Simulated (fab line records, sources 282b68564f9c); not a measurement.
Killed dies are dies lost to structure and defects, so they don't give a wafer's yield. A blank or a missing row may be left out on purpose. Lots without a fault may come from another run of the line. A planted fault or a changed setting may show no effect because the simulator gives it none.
Which tool did it? | flow rit_cmos | 15 lots, 45 wafers sampled, at 4 steps of a route of 202

WHAT THE GAUGES READ, wafer by wafer
RIT_ACTIVE_THK_MEAS_04.
lot  | measured    | on            | ACTIVE_NITRIDE_THK (nm)
L679 | day 1 13:33 | film_metro-01 | 145.8 146.3 146.2
L680 | day 1 18:32 | film_metro-01 | 144.3 145.3 145.4
L681 | day 2 01:18 | film_metro-01 | 146.9 147.1 146.4
L682 | day 2 05:14 | film_metro-01 | 145.6 145.1 146.0
L683 | day 2 09:32 | film_metro-01 | 148.9 149.0 149.3
L684 | day 2 14:32 | film_metro-02 | 148.6 148.2 149.3
L686 | day 3 00:32 | film_metro-04 | 151.5 151.6 150.7
L688 | day 3 10:32 | film_metro-04 | 150.0 148.2 150.0
L689 | day 3 15:32 | film_metro-04 | 149.3 149.5 150.7
L692 | day 4 06:32 | film_metro-01 | 148.3 148.7 150.6
L695 | day 4 22:37 | film_metro-04 | 150.2 149.6 150.5
L696 | day 5 02:32 | film_metro-01 | 149.5 150.6 148.7
L697 | day 5 08:02 | film_metro-01 | 148.8 148.4 149.5
L698 | day 5 12:32 | film_metro-02 | 150.6 151.4 148.9
L702 | day 6 08:34 | film_metro-01 | 149.3 149.5 150.3

RIT_FOX2_THK_MEAS_01.
lot  | measured    | on            | FOX2_OXIDE_THK (nm)
L679 | day 1 18:38 | film_metro-02 | 338 338 336
L680 | day 1 23:22 | film_metro-01 | 357 353 356
L681 | day 2 06:14 | film_metro-02 | 342 353 344
L682 | day 2 10:52 | film_metro-01 | 346 353 352
L683 | day 2 16:01 | film_metro-03 | 346 344 347
L684 | day 2 19:46 | film_metro-01 | 344 349 349
L686 | day 3 06:23 | film_metro-03 | 345 347 345
L688 | day 3 16:00 | film_metro-03 | 346 344 353
L689 | day 3 20:26 | film_metro-02 | 348 346 340
L692 | day 4 13:06 | film_metro-03 | 349 352 353
L695 | day 5 04:05 | film_metro-01 | 363 356 354
L696 | day 5 07:20 | film_metro-03 | 350 349 359
L697 | day 5 13:01 | film_metro-03 | 344 346 346
L698 | day 5 18:29 | film_metro-01 | 352 348 352
L702 | day 6 14:24 | film_metro-03 | 343 340 342

RIT_NWELL_OVL_MEAS_06.
lot  | measured    | on         | NWELL_OVL (nm)
L679 | day 1 20:34 | overlay-01 | -1.8 -1.6 0.2
L680 | day 2 01:19 | overlay-02 | 2.8 2.5 3.6
L681 | day 2 08:13 | overlay-02 | -1.1 -0.9 -0.7
L682 | day 2 12:49 | overlay-01 | 0.3 -0.1 0.8
L683 | day 2 17:55 | overlay-02 | 0.2 -0.5 0.4
L684 | day 2 21:49 | overlay-01 | -0.3 0.4 -0.2
L686 | day 3 08:20 | overlay-02 | -3.9 -4.6 -4.2
L688 | day 3 18:05 | overlay-02 | 1.2 0.1 1.6
L689 | day 3 22:24 | overlay-02 | -0.2 -1.0 -1.6
L692 | day 4 15:02 | overlay-01 | -1.0 -0.8 -1.3
L695 | day 5 05:58 | overlay-02 | -0.1 1.0 0.0
L696 | day 5 09:23 | overlay-01 | -299.0 -300.3 -300.9
L697 | day 5 14:54 | overlay-02 | -299.5 -299.0 -301.0
L698 | day 5 20:18 | overlay-01 | -303.3 -300.5 -301.3
L702 | day 6 16:28 | overlay-01 | -3.9 -1.1 -1.1

WHICH TOOL RAN EACH LOT (tool, then ch and the chambers of the sampled wafers, then the start)
lot  | RIT_NWELL_EXPOSE_03
L679 | iline_stepper-02 ch 0, day 1 20:10
L680 | iline_stepper-01 ch 0, day 2 00:53
L681 | iline_stepper-01 ch 0, day 2 07:47
L682 | iline_stepper-01 ch 0, day 2 12:23
L683 | iline_stepper-01 ch 0, day 2 17:30
L684 | iline_stepper-02 ch 0, day 2 21:23
L686 | iline_stepper-02 ch 0, day 3 07:55
L688 | iline_stepper-02 ch 0, day 3 17:40
L689 | iline_stepper-02 ch 0, day 3 21:58
L692 | iline_stepper-01 ch 0, day 4 14:38
L695 | iline_stepper-02 ch 0, day 5 05:32
L696 | iline_stepper-01 ch 0, day 5 08:56
L697 | iline_stepper-01 ch 0, day 5 14:29
L698 | iline_stepper-01 ch 0, day 5 19:52
L702 | iline_stepper-02 ch 0, day 6 16:05
- RIT_NWELL_EXPOSE_03: exposes mask M2, target cd 43900 nm.

WHAT THE TOOLS THEMSELVES READ (means of the sampled wafers that have a number; where no wafer has one, the mark that the record gives instead)
RIT_NWELL_EXPOSE_03.
lot  | tool             | reticle_temp_C (C)
L679 | iline_stepper-02 | 22.97
L680 | iline_stepper-01 | 22.91
L681 | iline_stepper-01 | 23.01
L682 | iline_stepper-01 | 23.04
L683 | iline_stepper-01 | 22.90
L684 | iline_stepper-02 | 22.98
L686 | iline_stepper-02 | 23.17
L688 | iline_stepper-02 | 23.07
L689 | iline_stepper-02 | 23.15
L692 | iline_stepper-01 | 22.87
L695 | iline_stepper-02 | 22.97
L696 | iline_stepper-01 | 23.19
L697 | iline_stepper-01 | 22.91
L698 | iline_stepper-01 | 23.12
L702 | iline_stepper-02 | 22.94

THE ANSWER, worked out from the rows above alone
Rule: what is usual is taken from the lots themselves. Put in order of their means at a reading, lots are off if they are a third of the lots or fewer, leave a main group of 4 or more, and stand apart from it by a gap of 3 or more times the standard deviation of the main group's means; of several such gaps the widest counts. A main group whose means are all the same, to the digits that the tables above print for the reading, isn't used. A lot without any number at a reading at which 4 lots or more have one is off too. The other lots that the step has rows for count as sound. The gauges are gone through in route order, then the tools' own readings, and for those a lot's mean is taken as printed above. The first step at which some lot is off is used, and at that step the reading that is off furthest; a lot without a number counts as furthest.
Off: L696, L697, L698, at RIT_NWELL_OVL_MEAS_06 (NWELL_OVL). The main group: mean -0.5 nm, standard deviation 1.7.
A tool fits if, at a process step before that reading, it ran every lot that is off, and no sound lot after the first of them. The gauges at RIT_NWELL_OVL_MEAS_06 are tried like those tools. One fits: iline_stepper-01 at RIT_NWELL_EXPOSE_03. Its last sound lot is L692 (day 4 14:38), its first lot that is off L696 (day 5 08:56): a fault that began between those two fits.

WHAT THE SIMULATOR HAD PUT IN
Scanner matching overlay: iline_stepper-01, from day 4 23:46 on, at RIT_NWELL_EXPOSE_03. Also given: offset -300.
Lots struck among those shown: L696, L697, L698. The rule above found the same.
